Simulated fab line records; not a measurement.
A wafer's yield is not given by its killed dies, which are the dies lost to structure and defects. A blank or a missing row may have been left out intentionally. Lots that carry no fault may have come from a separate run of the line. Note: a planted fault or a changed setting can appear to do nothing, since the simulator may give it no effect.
Problem report in the 8D (eight disciplines) form, filled by code	flow berkeley_cmos170	the parts of the form that need people (team, actions taken, sign-off) are left out

## 1. WHAT WENT WRONG
cd_nm at UCB170_V1_CD_MEAS_12 reads a mean of 724.0 nm on 6 wafers of 2 lots; wafers without a fault read 700.0 nm with a standard deviation of 1.2. That puts it +20 standard deviations away from the usual mean.
The step: target cd 700 nm.
First seen on wafer L600.2, day 10 22:14, on cd_sem-01. Wafers with a number at this step in the record: 42, from 14 lots. Rule for "out" (also "out of limits"): further than 4 standard deviations from the usual mean. Any other wafer with a number is counted as sound.

## 2. WHAT IT IS; WHAT IT IS NOT
question	is	is not
which readings at this step	cd_nm	-
which lots	L600, L603	L589, L590, L593, L594, L602, L604, L605, L606, L607, L608, L609, L610
which wafers of those lots	all that have a number	-
read on which gauges	cd_sem-01	cd_sem-02
when	from day 10 22:14	up to then (12 sound wafers); but 24 sound wafers of L602, L604, L605, L606, L607, L608, L609, L610 came after

## 3. THE SUSPECTS, EACH WITH WHAT RULES IT OUT
Counting: a tool stays on the suspect list if, at a process step up to the reading, it processed all lots that are out and no sound lot following the first of them.
- ruled out: the gauge at UCB170_V1_CD_MEAS_12. All the wafers that are out were read on cd_sem-01, but those of them that UCB170_V1_PEB_10 has rows for are out there too, on other tools.
- plasma_asher-02 at UCB170_CONTACT_STRIP_19 (strips in O2): ruled out as a lasting fault. The sound lots L605, L608 went through it after L600, its earliest lot that is out (day 10 15:06).
- litho_track-02 at UCB170_V1_PEB_10: kept. It ran every lot that is out, first L600 (day 10 21:58), and no sound lot after that; its last sound lot up to then is L590 (day 9 08:17). Its own readings are out on those wafers: heater_power_total_W, plate_temp_C.
After counting, what remains is litho_track-02 at UCB170_V1_PEB_10.

## 4. THE CAUSE (what the simulator had put in)
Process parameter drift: litho_track-02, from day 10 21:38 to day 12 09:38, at UCB170_V1_PEB_10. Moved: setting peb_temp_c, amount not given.
After counting, this tool was the only one left.

## 5. THE EFFECT CHAIN, in route order
Rows list readings where the struck wafers' mean (over those with a number) sits beyond 3 standard deviations from the usual. Only readings whose record carries a usual standard deviation are examined. hours: median over the lots of the time between each lot's start at the first step of this table that gives one and its start at this step. sigmas: the change, counted in usual standard deviations.
hours	step	reading	usual	on struck wafers	change	sigmas
0	UCB170_V1_PEB_10	heater_power_total_W	56.80 W	59.48	+2.68	+62
0	UCB170_V1_PEB_10	plate_temp_C	130.02 C	134.53	+4.51	+28
0	UCB170_V1_CD_MEAS_12	cd_nm	700.0 nm	724.0	+24.0	+20
Here are the process steps it includes:
- UCB170_V1_PEB_10

## 6. HOW IT WOULD HAVE BEEN CAUGHT EARLIER
In this record the first reading out of limits at a measuring or inspecting step was taken at day 10 22:14, 1 hour after the fault began at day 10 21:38.
The tool's own readings at UCB170_V1_PEB_10 were out on every struck wafer that the step has a row for (heater_power_total_W, plate_temp_C): an alarm limit on them would have fired on the first of those.
Of the lots that are out (2), L603 began UCB170_V1_PEB_10 on litho_track-02 after day 10 22:14. Holding the tool at that time would have saved it.
